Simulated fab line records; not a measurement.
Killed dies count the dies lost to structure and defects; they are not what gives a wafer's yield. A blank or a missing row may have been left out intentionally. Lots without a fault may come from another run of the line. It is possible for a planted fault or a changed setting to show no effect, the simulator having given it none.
fab line records | flow berkeley_cmos170
[record] lots = 5 wafers = 23
route steps=331 shown M2@284 V2@301 M3@327
start_h: hours from the record's opening day to when the first of the lot's shown wafers began | wait_h: hours elapsed since this lot's preceding step | " repeats the value in the row above | L1.1+2: one row covering several wafers at once | - no value, or no start given | * or withheld: withheld | < > ~ a bound
route shown NAME@n: names a module that has steps shown in the file, with the first one's number in the route | usual: average and standard deviation across the fault-free wafers | same: alike in all rows | chamber/n: place in a boat | sites: per-site readings | _std_site: the values' standard deviation | _edge_site: the outer-site mean with the inner-site mean subtracted | radius_mm: how far each site lies from the wafer's centre | mask NAME#n: copy n | behind: the last tool/chamber to shape the wafer | hold: reason for holding the lot/hours on hold/outcome of the hold | device: whichever transistor did not switch (one of n, p or np) | end of line: tests run on the same wafers once the route is complete | step lacking rows: just its recipe | killed: the dies lost at the first sort to structure and to defects; this is not the yield of the wafer | map: a wafer's dies, marking killed ones x, the rest . and places with no die _
set.NAME: the setting the step ran with; set.NAME@STEP: the setting that earlier step ran with | model.NAME: the simulator's own value behind a step, which no gauge read
lots whose settings were changed on purpose; a table a step, a row a wafer
[[steps]]
[step UCB170_M2_PEB_13]
[recipe] peb_temp_c = 130 peb_time_s = withheld resist = KrF
// columns lot.wafer tool chamber start_h wait_h set.peb_temp_c
L075.1+2 litho_track-01 0 - - 132.1
L075.3+4+5 " 0 " " 130
L077.1+5 litho_track-01 0 - - 126.2
L077.2+4+6 " 0 " " 130
L085.2+3+5 litho_track-03 0 249.66 0.4 130
L085.4+6 " 0 " " 128.9
L084.2+3+6 litho_track-01 0 250.28 0.9 130
L083.1+2+6 litho_track-01 0 250.53 0.9 130
L083.3+5 " 0 " " 128
[step UCB170_M2_DEVELOP_14]
[recipe] developer = TMAH develop_time_s = 45 resist = KrF dev_temp_c = 21
[step UCB170_M2_CD_MEAS_15]
[recipe] target_cd_nm = 700
[usual] cd_nm = 699.5/1.1
// columns lot.wafer tool chamber start_h wait_h set.peb_temp_c@M2_PEB_13 cd_nm
L075.1 cd_sem-02 - 213.88 - 132.1 685.7
L075.2 " - " " 132.1 685.9
L075.3 " - " " 130 697.9
L075.4 " - " " 130 698.2
L075.5 " - " " 130 699.0
L077.1 cd_sem-02 - 214.15 - 126.2 728.6
L077.2 " - " " 130 698.9
L077.4 " - " " 130 699.2
L077.5 " - " " 126.2 729.8
L077.6 " - " " 130 699.3
L085.2 cd_sem-01 - 249.93 - 130 699.1
L085.3 " - " " 130 700.7
L085.4 " - " " 128.9 705.7
L085.5 " - " " 130 699.6
L085.6 " - " " 128.9 706.8
L084.2 cd_sem-01 - 250.55 - 130 699.0
L084.3 " - " " 130 699.0
L084.6 " - " " 130 698.9
L083.1 cd_sem-01 - 250.81 - 130 699.1
L083.2 " - " " 130 698.0
L083.3 " - " " 128 713.6
L083.5 " - " " 128 713.6
L083.6 " - " " 130 699.4
[step UCB170_M2_ETCH_17]
[recipe] chemistry = N2/H2 target_depth_a = withheld overetch_a = withheld target = BARC time_s = withheld source_w = 500 bias_w = 100 pressure_mtorr = 30 n2_flow_sccm = 100 h2_flow_sccm = 200
// columns lot.wafer tool chamber start_h wait_h set.peb_temp_c@M2_PEB_13 model.M2.cd_nm
L075.1 rie_diel-01 0 214.03 0.0 132.1 684.4
L075.2 " 2 " " 132.1 685.3
L075.3+4 " 1,3 " " 130 697.7
L075.5 " 1 " " 130 699.1
L077.1 rie_diel-03 2 214.31 0.0 126.2 728.9
L077.2 " 0 " " 130 699.5
L077.4 " 1 " " 130 698.5
L077.5 " 3 " " 126.2 730.7
L077.6 " 0 " " 130 699.8
L085.2 rie_diel-03 1 250.07 0.0 130 698
L085.3 " 0 " " 130 700.3
L085.4 " 2 " " 128.9 706.1
L085.5 " 1 " " 130 698.8
L085.6 " 2 " " 128.9 706.9
L084.2 rie_diel-04 3 250.69 0.0 130 699.5
L084.3+6 " 0 " " 130 698.3
L083.1 rie_diel-01 0 250.96 0.0 130 697.9
L083.2 " 2 " " 130 697.1
L083.3 " 3 " " 128 712.8
L083.5 " 3 " " 128 712.6
L083.6 " 0 " " 130 697.7
[step UCB170_M2_METAL_ETCH_18]
[recipe] chemistry = Cl2/BCl3 target = Al stop_on = SiO2 pressure_mtorr = 12 target_depth_a = 11700 over_etch_frac = 0.3 time_s = 195 icp_w = 600 bias_w = 120 Cl2_flow_sccm = 90 bcl3_flow_sccm = 45
[usual] oes_product_au = 0.849/0.012
// columns lot.wafer tool chamber start_h wait_h set.icp_w set.leave_above_ref_nm@V1_CMP_02 set.power_w@M2_SPUTTER_01 set.peb_temp_c@M2_PEB_13 oes_product_au model.SiO2_of_V1_CVD_00.thk_nm model.M2.cd_nm
L075.1 rie_metal-02 1 214.07 - 600 1000 5597 132.1 0.826 - 686.5
L075.2 " 0 " " 600 1033 5597 132.1 0.791 - 683.8
L075.3 " 1 " " 600 1033 5597 130 0.830 - 698.3
L075.4 " 0 " " 600 1033 6000 130 0.837 969.4 696.9
L075.5 " 1 " " 600 1000 6000 130 0.849 938.2 701.5
L077.1 rie_metal-03 0 214.35 - 600 1000 6515 126.2 0.886 - 726.7
L077.2 " 1 " " 600 1000 6515 130 0.899 - 696.1
L077.4 " 1 " " 600 1000 6000 130 0.858 942 695.7
L077.5 " 1 " " 600 1000 6000 126.2 0.858 942 726.1
L077.6 " 0 " " 600 1000 6000 130 0.844 936 698.3
L085.2 rie_metal-02 1 250.11 - 623 1000 6619 130 0.917 - 697.7
L085.3 " 1 " " 623 1035 6000 130 0.855 971.7 704
L085.4 " 0 " " 623 1035 6000 128.9 0.850 968.7 699.2
L085.5 " 0 " " 600 1000 6000 130 0.846 936.1 694.1
L085.6 " 1 " " 600 1000 6619 128.9 0.913 - 708.7
L084.2 rie_metal-03 0 250.73 - 600 1000 6000 130 0.845 935.1 697.6
L084.3 " 0 " " 600 1000 6000 130 0.851 937.4 697.9
L084.6 " 1 " " 600 1000 6000 130 0.850 940.4 695.7
L083.1 rie_metal-04 1 251.00 - 661.9 1000 6000 130 0.831 932.6 695.6
L083.2 " 1 " " 600 1000 6000 130 0.842 939.6 700.2
L083.3 " 1 " " 600 1000 6000 128 0.831 938.3 714
L083.5 " 1 " " 600 1000 6000 128 0.839 939.1 713.2
L083.6 " 1 " " 661.9 1000 6000 130 0.826 932.9 692.5
[step UCB170_M2_STRIP_19]
[recipe] chemistry = O2 power_w = 400 pressure_mtorr = 3500 platen_temp_c = withheld o2_flow_sccm = 400 overash_fraction = 0.5
[step UCB170_M2_CD_MEAS_90]
[recipe] target_cd_nm = 700
[usual] cd_nm = 700/3.5
// columns lot.wafer tool chamber start_h wait_h set.peb_temp_c@M2_PEB_13 cd_nm
L075.1 cd_sem-01 - 214.36 0.1 132.1 686
L075.2 " - " " 132.1 684
L075.3 " - " " 130 698
L075.4 " - " " 130 697
L075.5 " - " " 130 701
L077.1 cd_sem-02 - 214.64 0.1 126.2 727
L077.2 " - " " 130 696
L077.4 " - " " 130 696
L077.5 " - " " 126.2 726
L077.6 " - " " 130 698
L085.2 cd_sem-02 - 250.42 0.1 130 698
L085.3 " - " " 130 704
L085.4 " - " " 128.9 699
L085.5 " - " " 130 694
L085.6 " - " " 128.9 709
L084.2 cd_sem-02 - 251.04 0.1 130 698
L084.3 " - " " 130 698
L084.6 " - " " 130 696
L083.1 cd_sem-02 - 251.61 0.2 130 696
L083.2 " - " " 130 700
L083.3 " - " " 128 714
L083.5 " - " " 128 713
L083.6 " - " " 130 692
[step UCB170_V2_EXPOSE_09]
[recipe] mask_id = VIA2 target_cd_nm = 700 na = 0.5 sigma_outer = 0.6 source_shape = conventional dose_mj = 37
// columns lot.wafer tool chamber start_h wait_h mask set.dose_mj
L075.1+2+5 krf_scanner-02 0 - - VIA2#0 35.43
L075.3+4 " 0 " " VIA2#0 37
L077.1+4 krf_scanner-01 0 217.70 0.2 VIA2#0 37
L077.2+5+6 " 0 " " VIA2#0 38.12
L085.2+4+5 krf_scanner-01 0 252.18 0.1 VIA2#0 35.62
L085.3+6 " 0 " " VIA2#0 37
L084.2+3+6 krf_scanner-01 0 253.02 0.2 VIA2#0 37
L083.1+2 krf_scanner-01 0 253.72 0.1 VIA2#0 38.04
L083.3+5+6 " 0 " " VIA2#0 37
[step UCB170_V2_PEB_10]
[recipe] peb_temp_c = 128.9 peb_time_s = withheld resist = KrF
[step UCB170_V2_DEVELOP_11]
[recipe] developer = TMAH develop_time_s = 45 resist = KrF dev_temp_c = 21
[step UCB170_V2_CD_MEAS_12]
[recipe] target_cd_nm = 700
[usual] cd_nm = 699.8/1.5
// columns lot.wafer tool chamber start_h wait_h set.dose_mj@V2_EXPOSE_09 cd_nm
L075.1 cd_sem-01 - 218.35 - 35.43 691.9
L075.2 " - " " 35.43 692.6
L075.3 " - " " 37 700.2
L075.4 " - " " 37 700.0
L075.5 " - " " 35.43 691.8
L077.1 cd_sem-02 - 218.95 - 37 700.2
L077.2 " - " " 38.12 705.4
L077.4 " - " " 37 699.7
L077.5 " - " " 38.12 705.3
L077.6 " - " " 38.12 703.9
L085.2 cd_sem-02 - 252.84 - 35.62 695.3
L085.3 " - " " 37 700.3
L085.4 " - " " 35.62 693.9
L085.5 " - " " 35.62 694.7
L085.6 " - " " 37 701.4
L084.2 cd_sem-02 - 253.91 - 37 698.4
L084.3 " - " " 37 697.9
L084.6 " - " " 37 697.5
L083.1 cd_sem-02 - 254.45 - 38.04 705.7
L083.2 " - " " 38.04 705.1
L083.3 " - " " 37 701.3
L083.5 " - " " 37 701.4
L083.6 " - " " 37 700.7
[step UCB170_V2_ETCH_14]
[recipe] chemistry = CHF3/CF4/Ar target = SiO2 stop_on = Al CHF3_flow_sccm = 45 cf4_flow_sccm = 15 Ar_flow_sccm = 150 pressure_mtorr = 200 rf_w = 700 target_depth_a = 12500 over_etch_frac = 0.25 time_s = 291
// columns lot.wafer tool chamber start_h wait_h set.rf_w set.power_w@M2_SPUTTER_01 set.dose_mj@V2_EXPOSE_09 model.Al_of_M2_SPUTTER_01.thk_nm model.V2.cd_nm
L075.1 rie_diel-02 0 218.50 0.0 700 5597 35.43 828.1 690.2
L075.2 " 3 " " 700 5597 35.43 812.3 694.4
L075.3 " 1 " " 700 5597 37 822.5 700.3
L075.4 " 2 " " 700 6000 37 892.6 699.9
L075.5 " 1 " " 700 6000 35.43 877.3 692.1
L077.1 rie_diel-02 3 219.11 0.0 700 6515 37 967.9 701.5
L077.2 " 2 " " 700 6515 38.12 971.3 706.4
L077.4 " 0 " " 700 6000 37 902.8 699.1
L077.5 " 0 " " 700 6000 38.12 896.3 704.4
L077.6 " 1 " " 700 6000 38.12 894 703.8
L085.2 rie_diel-03 2 252.98 0.0 646.2 6619 35.62 1012 694.2
L085.3 " 1 " " 646.2 6000 37 897.5 700
L085.4 " 3 " " 700 6000 35.62 915.8 694
L085.5 " 0 " " 700 6000 35.62 909.6 695
L085.6 " 1 " " 646.2 6619 37 1008 700.8
L084.2 rie_diel-02 2 254.05 0.0 700 6000 37 899 698.6
L084.3 " 1 " " 700 6000 37 915.7 698.2
L084.6 " 3 " " 700 6000 37 895.6 699.1
L083.1 rie_diel-04 1 254.60 0.0 668.8 6000 38.04 889.9 706.8
L083.2 " 3 " " 700 6000 38.04 890.7 705.2
L083.3 " 2 " " 700 6000 37 894.8 701.9
L083.5 " 2 " " 668.8 6000 37 894.8 700.8
L083.6 " 1 " " 668.8 6000 37 889.2 701.6
[step UCB170_V2_STRIP_15]
[recipe] chemistry = O2 power_w = 400 pressure_mtorr = 3500 platen_temp_c = withheld o2_flow_sccm = 400 overash_fraction = 0.5
[step UCB170_V2_CD_MEAS_90]
[recipe] target_cd_nm = 700
[usual] cd_nm = 700.1/1.7
// columns lot.wafer tool chamber start_h wait_h set.dose_mj@V2_EXPOSE_09 cd_nm
L075.1 cd_sem-02 - 218.78 0.1 35.43 690.3
L075.2 " - " " 35.43 694.8
L075.3 " - " " 37 700.1
L075.4 " - " " 37 699.5
L075.5 " - " " 35.43 692.1
L077.1 cd_sem-02 - 219.39 0.1 37 701.6
L077.2 " - " " 38.12 706.3
L077.4 " - " " 37 698.9
L077.5 " - " " 38.12 704.7
L077.6 " - " " 38.12 703.5
L085.2 cd_sem-02 - 253.28 0.1 35.62 694.1
L085.3 " - " " 37 700.5
L085.4 " - " " 35.62 694.2
L085.5 " - " " 35.62 695.4
L085.6 " - " " 37 700.5
L084.2 cd_sem-02 - 254.34 0.1 37 698.7
L084.3 " - " " 37 698.2
L084.6 " - " " 37 698.9
L083.1 cd_sem-01 - 254.88 0.1 38.04 706.9
L083.2 " - " " 38.04 705.3
L083.3 " - " " 37 701.8
L083.5 " - " " 37 700.8
L083.6 " - " " 37 701.3
[step UCB170_M3_METAL_ETCH_18]
[recipe] chemistry = Cl2/BCl3 target = Al stop_on = SiO2 pressure_mtorr = 12 target_depth_a = 11700 over_etch_frac = 0.3 time_s = 195 icp_w = 600 bias_w = 120 Cl2_flow_sccm = 90 bcl3_flow_sccm = 45
[usual] oes_product_au = 0.847/0.014
// columns lot.wafer tool chamber start_h wait_h set.time_s oes_product_au model.KrF_of_M3_COAT_10.thk_nm model.SiO2_of_V2_CVD_00.thk_nm
L075.1 rie_metal-01 1 222.88 - 195 0.835 206.2 917.4
L075.2 " 0 " " 175.7 0.905 287.4 924.6
L075.3 " 0 " " 175.7 0.892 287.9 924.1
L075.4 " 1 " " 175.7 0.886 271.3 922.2
L075.5 " 0 " " 195 0.851 219.8 918.8
L077.1 rie_metal-02 0 223.36 - 195 0.831 196.9 912.6
L077.2 " 1 " " 195 0.856 204.7 916.4
L077.4 " 1 " " 195 0.843 211.9 915.2
L077.5 " 0 " " 195 0.838 199.3 914.1
L077.6 " 1 " " 195 0.859 212.2 914.4
L085.2 rie_metal-02 1 256.00 - 195 0.873 211.8 915.5
L085.3 " 1 " " 166.6 0.957 315 924.4
L085.4 " 0 " " 166.6 0.918 291.3 921.9
L085.5 " 1 " " 195 0.873 208 915.1
L085.6 " 0 " " 166.6 0.918 293.1 922.7
L084.2 rie_metal-01 1 257.05 - 195 0.842 197.3 916.5
L084.3 " 1 " " 195 0.836 202.7 916.3
L084.6 " 0 " " 195 0.851 222.6 918.7
L083.1 rie_metal-02 0 257.60 - 176.5 0.897 254.9 919.8
L083.2 " 1 " " 176.5 0.903 276.4 922.6
L083.3 " 1 " " 195 0.868 212.3 918.2
L083.5 " 0 " " 176.5 0.894 256.8 920.6
L083.6 " 1 " " 195 0.857 211 915.8
[step UCB170_M3_STRIP_19]
[recipe] chemistry = O2 power_w = 400 pressure_mtorr = 3500 platen_temp_c = withheld o2_flow_sccm = 400 overash_fraction = 0.5
[usual] oes_product_au = 0.539/0.012
// columns lot.wafer tool chamber start_h wait_h set.time_s@M3_METAL_ETCH_18 oes_product_au
L075.1 plasma_asher-01 1 223.07 0.1 195 0.523
L075.2 " 0 " " 175.7 0.629
L075.3 " 0 " " 175.7 0.617
L075.4 " 1 " " 175.7 0.601
L075.5 " 1 " " 195 0.548
L077.1 plasma_asher-02 0 223.55 0.1 195 0.534
L077.2 " 1 " " 195 0.534
L077.4 " 0 " " 195 0.541
L077.5 " 1 " " 195 0.529
L077.6 " 0 " " 195 0.549
L085.2 plasma_asher-01 0 256.18 0.1 195 0.539
L085.3 " 0 " " 166.6 0.655
L085.4 " 1 " " 166.6 0.619
L085.5 " 1 " " 195 0.539
L085.6 " 0 " " 166.6 0.626
L084.2 plasma_asher-04 0 257.24 0.1 195 0.529
L084.3 " 0 " " 195 0.534
L084.6 " 0 " " 195 0.561
L083.1 plasma_asher-02 0 257.78 0.1 176.5 0.581
L083.2 " 1 " " 176.5 0.611
L083.3 " 1 " " 195 0.549
L083.5 " 0 " " 176.5 0.580
L083.6 " 1 " " 195 0.543
[[key]]
[split] step = UCB170_M2_PEB_13 setting = peb_temp_c stated = 130 by = wafer
[response] step = UCB170_M2_CD_MEAS_15 reading = cd_nm change = -9.58 per = 1% r = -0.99
[response] step = UCB170_M2_ETCH_17 reading = model.M2.cd_nm change = -9.85 per = 1% r = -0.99
[response] step = UCB170_M2_METAL_ETCH_18 reading = model.M2.cd_nm change = -9.87 per = 1% r = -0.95
[response] step = UCB170_M2_CD_MEAS_90 reading = cd_nm change = -9.9 per = 1% r = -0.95
[split] step = UCB170_M2_METAL_ETCH_18 setting = icp_w stated = 600 by = wafer
response none clear
[split] step = UCB170_V2_EXPOSE_09 setting = dose_mj stated = 37 by = wafer
[response] step = UCB170_V2_CD_MEAS_12 reading = cd_nm change = +1.72 per = 1% r = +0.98
[response] step = UCB170_V2_ETCH_14 reading = model.V2.cd_nm change = +1.68 per = 1% r = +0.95
[response] step = UCB170_V2_CD_MEAS_90 reading = cd_nm change = +1.65 per = 1% r = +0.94
[split] step = UCB170_V2_ETCH_14 setting = rf_w stated = 700 by = wafer
response none clear
[split] step = UCB170_M3_METAL_ETCH_18 setting = time_s stated = 195 by = wafer
[response] step = UCB170_M3_METAL_ETCH_18 reading = oes_product_au change = -0.0042 per = 1% r = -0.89
[response] step = UCB170_M3_METAL_ETCH_18 reading = model.KrF_of_M3_COAT_10.thk_nm change = -6.2 per = 1% r = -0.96
[response] step = UCB170_M3_METAL_ETCH_18 reading = model.SiO2_of_V2_CVD_00.thk_nm change = -0.513 per = 1% r = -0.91
[response] step = UCB170_M3_STRIP_19 reading = oes_product_au change = -0.00647 per = 1% r = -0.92
split outside_this_file step=UCB170_V1_CMP_02 setting=leave_above_ref_nm
split outside_this_file step=UCB170_M2_SPUTTER_01 setting=power_w
// split outside_this_file: this setting was split too, and the file shows its column; the key of that split is in another file
